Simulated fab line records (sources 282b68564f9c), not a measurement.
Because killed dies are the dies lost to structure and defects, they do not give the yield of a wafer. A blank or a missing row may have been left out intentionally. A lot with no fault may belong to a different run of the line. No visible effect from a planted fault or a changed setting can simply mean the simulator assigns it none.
One fault seen from 2 desks    flow rit cmos    what lay behind the numbers comes last; until then each desk has only its own

== METROLOGY DESK ==
Lot by lot, what the gauges showed, no matter which tool ran the lot: averages of those sampled wafers that carry a number. If a lot's mean is further than 4 standard deviations from the usual mean, the lot is out of limits and carries the mark OUT (the distance appears in the brackets).
Columns: A = cd nm at RIT_M1_CD_MEAS_09, usual 2599.7 nm; B = M1_OVL at RIT_M1_OVL_MEAS_10, usual 0.4 nm; C = cd nm at RIT_M1_CD_MEAS_90, usual 2599.5 nm; D = M1_BOW at RIT_M1_BOW_MEAS_16, usual 17 um
lot   first seen here  A       B     C       D
L903  day 3 15:46      2600.1  1.2   2599.6  19
L904  day 3 22:56      2598.7  -0.5  2599.5  16
L905  day 4 00:14      2598.7  0.9   2598.1  22
L911  day 5 06:16      2601.0  0.7   2600.6  16
L915  day 6 00:14      2598.9  -1.2  2598.8  22
L916  day 6 13:14      2601.1  1.0   2600.9  12
This desk's verdict: no lot among the 6 shows anything out of limits.

== TOOL OWNER'S DESK, furnace-02 ==
The tool's own readings at RIT_M1_ANNEAL_15 (time 1800 s): means of the sampled wafers that have a number, for each lot that ran on this tool. If a lot's mean is further than 4 standard deviations from the usual mean, the lot is out of limits and carries the mark OUT (the distance appears in the brackets). Shown are 7 of the 8 readings it has, namely the first that went out of limits plus those furthest out on some lot.
Columns: A = spike tc centre C at RIT_M1_ANNEAL_15, usual 451.6 C; B = spike tc load C at RIT_M1_ANNEAL_15, usual 471.8 C; C = spike tc source C at RIT_M1_ANNEAL_15, usual 468.4 C; D = tube center temp C at RIT_M1_ANNEAL_15, usual 450 C; E = tube_center_temp_C_max at RIT_M1_ANNEAL_15, usual 451.19; F = zone power load pct at RIT_M1_ANNEAL_15, usual 6.97 %; G = zone power source pct at RIT_M1_ANNEAL_15, usual 6.56 %
lot   first seen here  A                B                C                D                      E                         F               G
L903  day 3 16:58      451.6            470.9            468.7            450                    451.24                    6.99            6.60
L904  day 3 23:58      451.2            472.0            468.5            450                    451.19                    7.00            6.59
L905  day 4 01:28      451.3            472.9            468.0            450                    451.19                    6.90            6.48
L911  day 5 07:23      452.6            471.2            468.0            450                    451.33                    6.98            6.54
L915  day 6 01:15      421.8 (-27) OUT  441.1 (-32) OUT  437.8 (-31) OUT  420 (-99 or more) OUT  421.10 (-99 or more) OUT  6.19 (-11) OUT  5.81 (-10) OUT
L916  day 6 14:15      421.7 (-27) OUT  441.2 (-32) OUT  437.7 (-31) OUT  420 (-99 or more) OUT  421.21 (-99 or more) OUT  6.19 (-11) OUT  5.84 (-10) OUT
Finding of this desk: L915, L916 out of limits; the first was L915 at day 6 01:15, on spike tc centre C at RIT_M1_ANNEAL_15. In limits: L903, L904, L905, L911.

== TAKEN TOGETHER ==
The tool owner's desk could have raised an alarm at day 6 01:15, on L915, L916.
From the metrology desk's view, nothing was out of limits.
The metrology desk has L915, L916 on record, within its limits.
Every lot named ran RIT_M1_ANNEAL_15 on furnace-02.

== WHAT THE SIMULATOR HAD PUT IN ==
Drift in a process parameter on furnace-02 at RIT_M1_ANNEAL_15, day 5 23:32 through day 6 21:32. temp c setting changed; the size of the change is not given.
Lots struck among those shown: L915, L916.
How many hours passed from the start of the fault until each desk's first out-of-limits reading: the tool owner's desk, 2.
